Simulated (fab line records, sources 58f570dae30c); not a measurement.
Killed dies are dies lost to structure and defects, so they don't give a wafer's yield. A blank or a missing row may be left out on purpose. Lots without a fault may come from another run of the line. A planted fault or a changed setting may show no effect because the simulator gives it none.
Which tool did it? | flow berkeley_cmos170 | 14 lots, 42 wafers sampled, at 2 steps of a route of 331

WHAT THE GAUGES READ, wafer by wafer
UCB170_PVT_TW_MEAS_09. Usual: PVT_TW 506, standard deviation 3.1.
lot  | measured     | on            | PVT_TW      | flag
L375 | day 6 11:11  | film_metro-03 | 499 502 500 |
L377 | day 6 18:51  | film_metro-03 | 502 501 500 |
L378 | day 7 06:45  | film_metro-02 | 506 508 506 |
L380 | day 7 07:02  | film_metro-04 | 508 508 507 |
L381 | day 7 19:11  | film_metro-02 | 506 505 504 |
L382 | day 7 19:26  | film_metro-02 | 504 504 503 |
L386 | day 8 11:10  | film_metro-02 | 506 506 504 |
L384 | day 8 12:02  | film_metro-03 | 31 31 31    | OFF
L388 | day 8 15:17  | film_metro-02 | 31 31 31    | OFF
L391 | day 9 16:38  | film_metro-04 | 511 511 513 |
L393 | day 9 16:54  | film_metro-03 | 504 504 502 |
L394 | day 9 17:10  | film_metro-03 | 504 505 503 |
L396 | day 10 17:50 | film_metro-02 | 505 507 506 |
L398 | day 11 08:17 | film_metro-03 | 505 504 504 |

WHICH TOOL RAN EACH LOT (tool, then ch and the chambers of the sampled wafers, then the start)
lot  | UCB170_PVT_DEVELOP_05
L375 | litho_track-03 ch 0, day 6 10:00
L377 | litho_track-01 ch 0, day 6 18:00
L378 | litho_track-03 ch 0, day 7 06:00
L380 | litho_track-03 ch 0, day 7 06:00
L381 | litho_track-03 ch 0, day 7 18:00
L382 | litho_track-02 ch 0, day 7 19:00
L386 | litho_track-01 ch 0, day 8 10:00
L384 | litho_track-03 ch 0, day 8 11:00
L388 | litho_track-03 ch 0, day 8 14:00
L391 | litho_track-01 ch 0, day 9 16:00
L393 | litho_track-01 ch 0, day 9 16:00
L394 | litho_track-01 ch 0, day 9 16:00
L396 | litho_track-01 ch 0, day 10 17:00
L398 | litho_track-02 ch 0, day 11 07:00
- UCB170_PVT_DEVELOP_05: develop time 45 s.

WHAT THE TOOLS THEMSELVES READ (means of the sampled wafers that have a number; where no wafer has one, the mark that the record gives instead)
The record holds no such reading with a usual standard deviation.

THE ANSWER, worked out from the rows above alone
Rule: a lot is off if the mean of its wafers that have a number lies more than 3 standard deviations from the usual mean. A lot without any number at a reading at which 4 lots or more have one is off too. The other lots that the step has rows for count as sound. The gauges are gone through in route order, then the tools' own readings, and for those a lot's mean is taken as printed above. The first step at which some lot is off is used, and at that step the reading that is off furthest; a lot without a number counts as furthest.
Off: L384, L388, at UCB170_PVT_TW_MEAS_09 (PVT_TW).
A tool fits if, at a process step before that reading, it ran every lot that is off, and no sound lot after the first of them. The gauges at UCB170_PVT_TW_MEAS_09 are tried like those tools. One fits: litho_track-03 at UCB170_PVT_DEVELOP_05. Its last sound lot is L381 (day 7 18:00), its first lot that is off L384 (day 8 11:00): a fault that began between those two fits.

WHAT THE SIMULATOR HAD PUT IN
Process parameter drift: litho_track-03, from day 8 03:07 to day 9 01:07, at UCB170_PVT_DEVELOP_05. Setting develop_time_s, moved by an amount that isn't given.
Lots struck among those shown: L384, L388. The rule above found the same.
